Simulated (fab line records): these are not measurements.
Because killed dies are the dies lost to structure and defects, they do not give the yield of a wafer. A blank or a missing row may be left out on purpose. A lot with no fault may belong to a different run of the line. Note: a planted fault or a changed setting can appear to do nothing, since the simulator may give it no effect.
fab line records + flow rit-cmos
[record]
- lots = 7
- wafers = 21
- last-day = 6
route steps=202 shown NWELL@38 PWELL@39 WELLDRIVE@50 NRETRO@53 M1@202
lots untouched by any fault: they come from a run of this same line in which no faults occurred
start-h: start of the lot's first displayed wafer, in hours after the record's first day + wait-h: time in hours since the lot's previous step + " as in the row above + L1.1+2: several wafers, shown together as one row + - no value, or no start given + * or withheld: withheld + < > ~ a bound
route shown NAME@n: NAME is a module with steps in the file, n the number in the route of the first one + usual: mean and standard deviation over wafers with no fault + same: alike in all rows + chamber/n: place in a boat + sites: readings site by site + _std_site: the values' standard deviation + _edge_site: mean of outer sites minus mean of inner sites + radius-mm: for every site, how far away it sits from the centre of the wafer + mask NAME#n: copy n + behind: tool/chamber where the wafer was last shaped + hold: why the lot went on hold/how many hours it stayed there/how the hold came to an end + device: whichever transistor did not switch (one of n, p or np) + end of line: at the end of the route, the tests of the same wafers + step lacking rows: just its recipe + killed: dies that structure and defects cost at the first sort, which is not the same as the wafer's yield + map: the dies of a wafer, with x for killed, . for not killed, _ for no die there
set.NAME: the setting the step ran with; set.NAME@STEP: the setting that earlier step ran with + model.NAME: the simulator's own value behind a step, which no gauge read
lots seen at some steps along the route; tables by step, rows by wafer
services: the hour from which a tool's chamber was out of use, counted from the record's first day as start-h (under 0 if before that day), plus the number of hours and why
[[steps]]
[step RIT_NWELL_TW_MEAS_10]
[usual]
- NWELL_TW = 2132/22
| lot.wafer | tool          | chamber | start-h | wait-h | NWELL_TW |
|-----------|---------------|---------|---------|--------|----------|
| L845.1    | film-metro-03 | -       | 47.35   | 0.1    | 2110     |
| L845.3    | "             | -       | "       | "      | 2115     |
| L845.6    | "             | -       | "       | "      | 2098     |
| L847.3    | film-metro-02 | -       | 55.88   | 0.1    | 2119     |
| L847.4    | "             | -       | "       | "      | 2112     |
| L847.5    | "             | -       | "       | "      | 2114     |
| L848.1    | film-metro-02 | -       | 62.25   | 0.1    | 2128     |
| L848.3    | "             | -       | "       | "      | 2110     |
| L848.6    | "             | -       | "       | "      | 2117     |
| L850.2    | film-metro-03 | -       | 71.39   | 0.1    | 2133     |
| L850.3    | "             | -       | "       | "      | 2128     |
| L850.5    | "             | -       | "       | "      | 2133     |
| L852.2    | film-metro-04 | -       | 82.05   | 0.1    | 2157     |
| L852.3    | "             | -       | "       | "      | 2158     |
| L852.6    | "             | -       | "       | "      | 2155     |
| L853.1    | film-metro-03 | -       | 89.94   | 0.1    | 2114     |
| L853.2    | "             | -       | "       | "      | 2127     |
| L853.3    | "             | -       | "       | "      | 2121     |
| L857.1    | film-metro-04 | -       | 108.30  | 0.1    | 2158     |
| L857.3    | "             | -       | "       | "      | 2147     |
| L857.5    | "             | -       | "       | "      | 2153     |
[step RIT_PWELL_HMDS_00]
[recipe]
- prime-time-s = 60
- prime-temp-c = 140
[step RIT_PWELL_COAT_01]
[recipe]
- resist = NOVOLAK
- spin-rpm = 2000
- resist-thk-nm = 1300
[step RIT_PWELL_SOFTBAKE_02]
[recipe]
- resist = NOVOLAK
- temp-c = 90
- time-s = 60
[step RIT_PWELL_EXPOSE_03]
[recipe]
- mask-id = M3
- na = 0.57
- target-cd-nm = 43700
- dose-mj = 250
[step RIT_PWELL_PEB_04]
[recipe]
- resist = NOVOLAK
- temp-c = withheld
- time-s = withheld
[step RIT_PWELL_DEVELOP_05]
[recipe]
- resist = NOVOLAK
- develop-time-s = 68
- dev-temp-c = 23
[step RIT_PWELL_OVL_MEAS_06]
[usual]
- PWELL_OVL = 0.7/1.3
| lot.wafer | tool       | chamber | start-h | wait-h | PWELL_OVL[nm] |
|-----------|------------|---------|---------|--------|---------------|
| L845.1    | overlay-01 | -       | 48.42   | -      | -0.7          |
| L845.3    | "          | -       | "       | "      | -1.6          |
| L845.6    | "          | -       | "       | "      | 0.2           |
| L847.3    | overlay-02 | -       | 56.82   | -      | 1.0           |
| L847.4    | "          | -       | "       | "      | 0.5           |
| L847.5    | "          | -       | "       | "      | 2.0           |
| L848.1    | overlay-02 | -       | 63.32   | -      | 2.0           |
| L848.3    | "          | -       | "       | "      | 1.3           |
| L848.6    | "          | -       | "       | "      | 2.6           |
| L850.2    | overlay-02 | -       | 72.33   | -      | 1.8           |
| L850.3    | "          | -       | "       | "      | 1.3           |
| L850.5    | "          | -       | "       | "      | 1.1           |
| L852.2    | overlay-02 | -       | 82.99   | -      | -0.1          |
| L852.3    | "          | -       | "       | "      | 1.4           |
| L852.6    | "          | -       | "       | "      | 1.6           |
| L853.1    | overlay-01 | -       | 91.00   | -      | -1.4          |
| L853.2    | "          | -       | "       | "      | -0.6          |
| L853.3    | "          | -       | "       | "      | -2.1          |
| L857.1    | overlay-02 | -       | 109.24  | -      | -0.7          |
| L857.3    | "          | -       | "       | "      | 0.0           |
| L857.5    | "          | -       | "       | "      | 0.5           |
[step RIT_PWELL_HARDBAKE_07]
[recipe]
- resist = NOVOLAK
- temp-c = 140
- time-s = 120
[step RIT_PWELL_IMPLANT_08]
[recipe]
- species = B
- energy-kev = 170
- dose-cm2 = 7e+13
- tilt-deg = 7
[step RIT_PWELL_STRIP_09]
[recipe]
- chemistry = O2
- time-s = 180
- resist = NOVOLAK
- platen-temp-c = withheld
- power-w = 500
- pressure-mtorr = 4000
- o2-flow-sccm = 4000
[usual]
- drypump-motor-current-A = 5.7/0.38
[same]
- time-s = 180
| lot.wafer | tool            | chamber | start-h | wait-h | drypump-motor-current-A | rf-hours-counter-h |
|-----------|-----------------|---------|---------|--------|-------------------------|--------------------|
| L845.1    | plasma-asher-02 | 1       | 48.86   | 0.1    | 6.0                     | 28                 |
| L845.3    | "               | 0       | "       | "      | 5.1                     | -                  |
| L845.6    | "               | 1       | "       | "      | 6.0                     | -                  |
| L847.3    | plasma-asher-02 | 0       | 57.35   | 0.1    | 5.1                     | -                  |
| L847.4    | "               | 1       | "       | "      | 6.0                     | -                  |
| L847.5    | "               | 0       | "       | "      | 5.1                     | -                  |
| L848.1    | plasma-asher-02 | 0       | 63.76   | 0.1    | 5.1                     | 30                 |
| L848.3    | "               | 1       | "       | "      | 6.0                     | -                  |
| L848.6    | "               | 0       | "       | "      | 5.1                     | -                  |
| L850.2    | plasma-asher-04 | 1       | 72.76   | 0.1    | 5.8                     | 43                 |
| L850.3    | "               | 0       | "       | "      | 5.5                     | -                  |
| L850.5    | "               | 1       | "       | "      | 5.8                     | -                  |
| L852.2    | plasma-asher-04 | 0       | 83.42   | 0.1    | 5.5                     | 44                 |
| L852.3    | "               | 0       | "       | "      | 5.5                     | -                  |
| L852.6    | "               | 0       | "       | "      | 5.5                     | -                  |
| L853.1    | plasma-asher-04 | 1       | 91.45   | 0.1    | 5.7                     | 45                 |
| L853.2    | "               | 0       | "       | "      | 5.6                     | 45                 |
| L853.3    | "               | 0       | "       | "      | 5.6                     | -                  |
| L857.1    | plasma-asher-04 | 1       | 109.68  | 0.1    | 5.8                     | 47                 |
| L857.3    | "               | 1       | "       | "      | 5.8                     | -                  |
| L857.5    | "               | 0       | "       | "      | 5.5                     | -                  |
[step RIT_PWELL_TW_MEAS_10]
[usual]
- PWELL_TW = 947/9.9
| lot.wafer | tool          | chamber | start-h | wait-h | PWELL_TW |
|-----------|---------------|---------|---------|--------|----------|
| L845.1    | film-metro-04 | -       | 49.03   | 0.1    | 962      |
| L845.3    | "             | -       | "       | "      | 962      |
| L845.6    | "             | -       | "       | "      | 962      |
| L847.3    | film-metro-02 | -       | 57.49   | 0.1    | 937      |
| L847.4    | "             | -       | "       | "      | 935      |
| L847.5    | "             | -       | "       | "      | 942      |
| L848.1    | film-metro-04 | -       | 63.93   | 0.1    | 965      |
| L848.3    | "             | -       | "       | "      | 962      |
| L848.6    | "             | -       | "       | "      | 960      |
| L850.2    | film-metro-03 | -       | 72.94   | 0.1    | 941      |
| L850.3    | "             | -       | "       | "      | 938      |
| L850.5    | "             | -       | "       | "      | 940      |
| L852.2    | film-metro-03 | -       | 83.61   | 0.1    | 938      |
| L852.3    | "             | -       | "       | "      | 943      |
| L852.6    | "             | -       | "       | "      | 944      |
| L853.1    | film-metro-04 | -       | 91.62   | 0.1    | 956      |
| L853.2    | "             | -       | "       | "      | 957      |
| L853.3    | "             | -       | "       | "      | 961      |
| L857.1    | film-metro-03 | -       | 109.86  | 0.1    | 945      |
| L857.3    | "             | -       | "       | "      | 942      |
| L857.5    | "             | -       | "       | "      | 939      |
[step RIT_WELLDRIVE_ANNEAL_00]
[recipe]
- temp-c = 1100
- time-s = 14700
- ambient = N2
[usual]
- run-length-s = 18269/11
- zone-power-source-pct = 44/4.8
| lot.wafer | tool       | chamber | start-h | wait-h | run-length-s | zone-power-source-pct |
|-----------|------------|---------|---------|--------|--------------|-----------------------|
| L845.1    | furnace-03 | 0       | 49.09   | 0.1    | 18278        | 49                    |
| L845.3    | "          | 0       | "       | "      | 18278        | 49                    |
| L845.6    | "          | 0       | "       | "      | 18278        | 48                    |
| L847.3    | furnace-03 | 0       | 57.53   | 0.0    | 18281        | 49                    |
| L847.4    | "          | 0       | "       | "      | 18281        | 48                    |
| L847.5    | "          | 0       | "       | "      | 18281        | 48                    |
| L848.1    | furnace-03 | 0       | 63.99   | 0.1    | 23433        | 49                    |
| L848.3    | "          | 0       | "       | "      | 23433        | 49                    |
| L848.6    | "          | 0       | "       | "      | 23433        | 49                    |
| L850.2    | furnace-03 | 0       | 73.57   | 0.6    | 23422        | 48                    |
| L850.3    | "          | 0       | "       | "      | 23422        | 48                    |
| L850.5    | "          | 0       | "       | "      | 23422        | 48                    |
| L852.2    | furnace-04 | 0       | 83.68   | 0.1    | 18281        | 45                    |
| L852.3    | "          | 0       | "       | "      | 18281        | 44                    |
| L852.6    | "          | 0       | "       | "      | 18281        | 45                    |
| L853.1    | furnace-03 | 0       | 91.68   | 0.1    | 23421        | 49                    |
| L853.2    | "          | 0       | "       | "      | 23421        | 48                    |
| L853.3    | "          | 0       | "       | "      | 23421        | 48                    |
| L857.1    | furnace-01 | 0       | 109.92  | 0.1    | 18257        | 37                    |
| L857.3    | "          | 0       | "       | "      | 18257        | 37                    |
| L857.5    | "          | 0       | "       | "      | 18257        | 37                    |
[step RIT_WELLDRIVE_RS_MEAS_01]
[recipe]
- thk-meas-gauge = four-point-probe
[usual]
- NWELL_RS = 275.9/0.73
| lot.wafer | tool          | chamber | start-h | wait-h | NWELL_RS[ohm/sq] |
|-----------|---------------|---------|---------|--------|------------------|
| L845.1    | film-metro-03 | -       | 54.17   | 0.0    | 276.2            |
| L845.3    | "             | -       | "       | "      | 275.8            |
| L845.6    | "             | -       | "       | "      | 276.2            |
| L847.3    | film-metro-04 | -       | 62.65   | 0.0    | 275.7            |
| L847.4    | "             | -       | "       | "      | 274.4            |
| L847.5    | "             | -       | "       | "      | 275.3            |
| L848.1    | film-metro-04 | -       | 69.07   | 0.0    | 260.8            |
| L848.3    | "             | -       | "       | "      | 259.9            |
| L848.6    | "             | -       | "       | "      | 260.2            |
| L850.2    | film-metro-03 | -       | 78.68   | 0.0    | 262.2            |
| L850.3    | "             | -       | "       | "      | 261.3            |
| L850.5    | "             | -       | "       | "      | 261.0            |
| L852.2    | film-metro-03 | -       | 88.78   | 0.0    | 275.8            |
| L852.3    | "             | -       | "       | "      | 275.4            |
| L852.6    | "             | -       | "       | "      | 275.6            |
| L853.1    | film-metro-03 | -       | 96.77   | 0.0    | 261.6            |
| L853.2    | "             | -       | "       | "      | 260.8            |
| L853.3    | "             | -       | "       | "      | 260.5            |
| L857.1    | film-metro-03 | -       | 115.00  | 0.0    | 276.4            |
| L857.3    | "             | -       | "       | "      | 277.0            |
| L857.5    | "             | -       | "       | "      | 276.4            |
[step RIT_WELLDRIVE_RS_MEAS_02]
[recipe]
- thk-meas-gauge = four-point-probe
[usual]
- PWELL_RS = 429.8/1.3
| lot.wafer | tool          | chamber | start-h | wait-h | PWELL_RS[ohm/sq] |
|-----------|---------------|---------|---------|--------|------------------|
| L845.1    | film-metro-03 | -       | 54.29   | 0.1    | 428.8            |
| L845.3    | "             | -       | "       | "      | 428.9            |
| L845.6    | "             | -       | "       | "      | 429.3            |
| L847.3    | film-metro-04 | -       | 62.77   | 0.1    | 428.5            |
| L847.4    | "             | -       | "       | "      | 430.0            |
| L847.5    | "             | -       | "       | "      | 428.0            |
| L848.1    | film-metro-04 | -       | 69.19   | 0.1    | 410.6            |
| L848.3    | "             | -       | "       | "      | 410.6            |
| L848.6    | "             | -       | "       | "      | 410.8            |
| L850.2    | film-metro-03 | -       | 78.80   | 0.1    | 412.8            |
| L850.3    | "             | -       | "       | "      | 413.6            |
| L850.5    | "             | -       | "       | "      | 413.7            |
| L852.2    | film-metro-03 | -       | 88.90   | 0.1    | 430.2            |
| L852.3    | "             | -       | "       | "      | 427.9            |
| L852.6    | "             | -       | "       | "      | 428.9            |
| L853.1    | film-metro-03 | -       | 96.89   | 0.1    | 412.2            |
| L853.2    | "             | -       | "       | "      | 413.8            |
| L853.3    | "             | -       | "       | "      | 412.1            |
| L857.1    | film-metro-03 | -       | 115.12  | 0.1    | 429.6            |
| L857.3    | "             | -       | "       | "      | 428.7            |
| L857.5    | "             | -       | "       | "      | 430.0            |
[step RIT_NRETRO_HMDS_00]
[recipe]
- prime-time-s = 60
- prime-temp-c = 140
[step RIT_M1_PROBE_99]
[usual]
- killed_at_M0_to_M3 = 0.0/0.12
- killed-at-contacts = 0.1/0.27
- killed-at-front-end = 7/3.1
- killed-dies = 7/3.1
- killed-open = 3.6/2.3
- killed-short = 3.2/2
[same]
- gross-dies = 264
- killed_at_M4_up = 0
- killed-at-back-side = 0
- killed-at-other = 0
| lot.wafer | tool      | chamber | start-h | wait-h | killed_at_M0_to_M3 | killed-at-contacts | killed-at-front-end | killed-dies | killed-open | killed-short | model.etest.nwell-pinched.rs-ohm-sq | model.etest.pwell-pinched.rs-ohm-sq | model.etest.pwell.rs-ohm-sq | model.etest.field-n.vt-v | model.etest.field-p-metal.vt-v | model.etest.iso-nwell-nwell.bv-v | model.etest.field-p.vt-v | model.etest.diode-pplus-nwell.bv-v |
|-----------|-----------|---------|---------|--------|--------------------|--------------------|---------------------|-------------|-------------|--------------|-------------------------------------|-------------------------------------|-----------------------------|--------------------------|--------------------------------|----------------------------------|--------------------------|------------------------------------|
| L847.3    | prober-02 | -       | 93.70   | 0.2    | 0                  | 0                  | 5                   | 5           | 3           | 2            | 333.2                               | 460.9                               | 417.4                       | 34.84                    | -29.54                         | 22.22                            | -12.8                    | 6.591                              |
| L847.4    | prober-02 | -       | 93.75   | 0.2    | 0                  | 1                  | 1                   | 2           | 1           | 1            | 334.9                               | 462.3                               | 417.1                       | 34.19                    | -30.07                         | 21.84                            | -12.74                   | 6.579                              |
| L847.5    | prober-02 | -       | 93.80   | 0.2    | 0                  | 0                  | 4                   | 4           | 0           | 4            | 335.7                               | 464.4                               | 415.4                       | 34.13                    | -29.96                         | 21.85                            | -12.73                   | 6.601                              |
| L848.1    | prober-01 | -       | 100.47  | 0.1    | 0                  | 0                  | 7                   | 7           | 5           | 2            | 310.7                               | 441.3                               | 401                         | 32.02                    | -30.31                         | 22.41                            | -13.26                   | 6.808                              |
| L848.3    | prober-01 | -       | 100.57  | 0.2    | 1                  | 0                  | 10                  | 11          | 6           | 4            | 312.7                               | 440.6                               | 397.6                       | 32.4                     | -30.49                         | 22.54                            | -13.3                    | 6.816                              |
| L848.6    | prober-01 | -       | 100.72  | 0.2    | 0                  | 0                  | 11                  | 11          | 3           | 8            | 313.8                               | 436.8                               | 398.8                       | 32.59                    | -30.72                         | 22.7                             | -13.31                   | 6.846                              |
| L850.2    | prober-01 | -       | 107.00  | 0.1    | 0                  | 0                  | 6                   | 6           | 2           | 2            | 312.1                               | 433.7                               | 396.8                       | 31.61                    | -31.11                         | 22.86                            | -13.26                   | 6.902                              |
| L850.3    | prober-01 | -       | 107.05  | 0.2    | 0                  | 0                  | 4                   | 4           | 3           | 1            | 315.3                               | 432.6                               | 392.3                       | 31.85                    | -31.14                         | 22.79                            | -13.26                   | 6.947                              |
| L850.5    | prober-01 | -       | 107.15  | 0.2    | 0                  | 0                  | 3                   | 3           | 2           | 1            | 316.9                               | 437.4                               | 395.9                       | 32.54                    | -30.85                         | 22.83                            | -13.4                    | 6.983                              |
| L852.2    | prober-01 | -       | 117.05  | 0.1    | 0                  | 0                  | 1                   | 1           | 1           | 0            | 334.7                               | 460.8                               | 416.6                       | 34.63                    | -29.87                         | 22.09                            | -13.11                   | 6.704                              |
| L852.3    | prober-01 | -       | 117.10  | 0.2    | 0                  | 0                  | 5                   | 5           | 4           | 1            | 339.9                               | 463.7                               | 415.9                       | 34.71                    | -30.31                         | 21.68                            | -13.16                   | 6.685                              |
| L852.6    | prober-01 | -       | 117.25  | 0.2    | 0                  | 0                  | 6                   | 6           | 4           | 2            | 336.5                               | 459                                 | 415.7                       | 35.01                    | -30.47                         | 21.91                            | -13.08                   | 6.619                              |
| L853.1    | prober-02 | -       | 127.20  | 0.1    | 0                  | 0                  | 5                   | 5           | 2           | 3            | 317.4                               | 434.2                               | 397.5                       | 32.27                    | -29.39                         | 23.1                             | -12.85                   | 6.934                              |
| L853.2    | prober-02 | -       | 127.25  | 0.1    | 0                  | 0                  | 11                  | 11          | 4           | 7            | 314.9                               | 437.9                               | 399.3                       | 32.2                     | -29.62                         | 22.85                            | -12.86                   | 6.865                              |
| L853.3    | prober-02 | -       | 127.30  | 0.2    | 0                  | 0                  | 7                   | 7           | 1           | 6            | 310.9                               | 431.5                               | 395                         | 32.47                    | -29.75                         | 22.78                            | -12.86                   | 6.84                               |
// killed by level:class
L847.3 FOX2:geometric-particle:short=2 FOX1:geometric-particle:open=1 GATE:geometric-particle:open=1 SILICIDE:geometric-particle:open=1
L847.4 GATE:geometric-particle:short=1 CONTACT:geometric-particle:open=1
L847.5 REOX:geometric-particle:short=2 GATE:geometric-particle:short=1 SILICIDE:geometric-particle:short=1
L848.1 GATE:geometric-particle:open=3 GATE:geometric-particle:short=2 FOX1:geometric-particle:open=1 SPACER:geometric-particle:open=1
L848.3 GATE:geometric-particle:short=3 FOX1:geometric-particle:open=2 GATE:geometric-particle:open=2 FOX2:geometric-particle:open=1 FOX2:geometric-particle:short=1 SPACER:geometric-particle:open=1 M1:coat-microbubble-printed=1
L848.6 GATE:geometric-particle:short=4 FOX1:geometric-particle:short=1 FOX2:geometric-particle:short=1 GATE:geometric-particle:open=1 SPACER:geometric-particle:short=1 SPACER:geometric-particle:open=1 SILICIDE:geometric-particle:open=1 SILICIDE:geometric-particle:short=1
L850.2 NSD:coat-microbubble-printed=2 FOX1:geometric-particle:short=1 FOX1:geometric-particle:open=1 GATE:geometric-particle:short=1 REOX:geometric-particle:open=1
L850.3 GATE:geometric-particle:open=2 GATE:geometric-particle:short=1 SPACER:geometric-particle:open=1
L850.5 FOX2:geometric-particle:open=1 GATE:geometric-particle:short=1 SILICIDE:geometric-particle:open=1
L852.2 GATE:geometric-particle:open=1
L852.3 GATE:geometric-particle:open=3 FOX1:geometric-particle:short=1 FOX1:geometric-particle:open=1
L852.6 SPACER:geometric-particle:open=2 FOX1:geometric-particle:open=1 GATE:geometric-particle:open=1 REOX:geometric-particle:short=1 SPACER:geometric-particle:short=1
L853.1 FOX1:geometric-particle:short=1 FOX2:geometric-particle:short=1 REOX:geometric-particle:open=1 SPACER:geometric-particle:open=1 SILICIDE:geometric-particle:short=1
L853.2 GATE:geometric-particle:short=4 FOX2:geometric-particle:short=3 GATE:geometric-particle:open=2 FOX1:geometric-particle:open=1 SPACER:geometric-particle:open=1
L853.3 FOX1:geometric-particle:short=2 SPACER:geometric-particle:short=2 GATE:geometric-particle:short=1 REOX:geometric-particle:open=1 SILICIDE:geometric-particle:short=1
[[services]]
| tool       | chamber | start-h | hours | kind |
|------------|---------|---------|-------|------|
| furnace-04 | -       | 45.34   | 2.8   | pm   |
| furnace-04 | -       | 55.98   | 3.2   | pm   |
| furnace-03 | -       | 100.39  | 4.7   | pm   |
[[key]]
[first-sign]
- step = RIT_WELLDRIVE_ANNEAL_00
- reading = run-length-s
- direction = up
- sigmas = 99+
- usual = *
- struck = *
[effect]
- step = RIT_WELLDRIVE_RS_MEAS_01
- reading = NWELL_RS
- direction = down
- sigmas = 21
- usual = 275.9
- struck = 260.9
[effect]
- step = RIT_WELLDRIVE_RS_MEAS_02
- reading = PWELL_RS
- direction = down
- sigmas = 14
- usual = 429.8
- struck = 412.3
[model-effect]
- step = RIT_M1_PROBE_99
- value = etest.nwell-pinched.rs-ohm-sq
- without = 338.6
- struck = 313.8
met-at RIT_WELLDRIVE_ANNEAL_00
struck-wafers L848.1,L848.3,L848.6,L850.2,L850.3,L850.5,L853.1,L853.2,L853.3
tester-left-out L848,L850,L853
[fault]
- kind = process-parameter-drift
- tool = furnace-03
- chamber = -
- onset-h = 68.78
- steps = RIT_WELLDRIVE_ANNEAL_00
- channel = time-s
- offset = *
- shape = step
- end-h = 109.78
- acts-in = *
- stated = *
// tester-left-out: of these lots the tester's yield and bins aren't shown, on N5 and GAA mostly nor the transistor test; their killed dies are dies lost to structure and defects alone, not to doping, threshold or leakage, so they don't give the yield
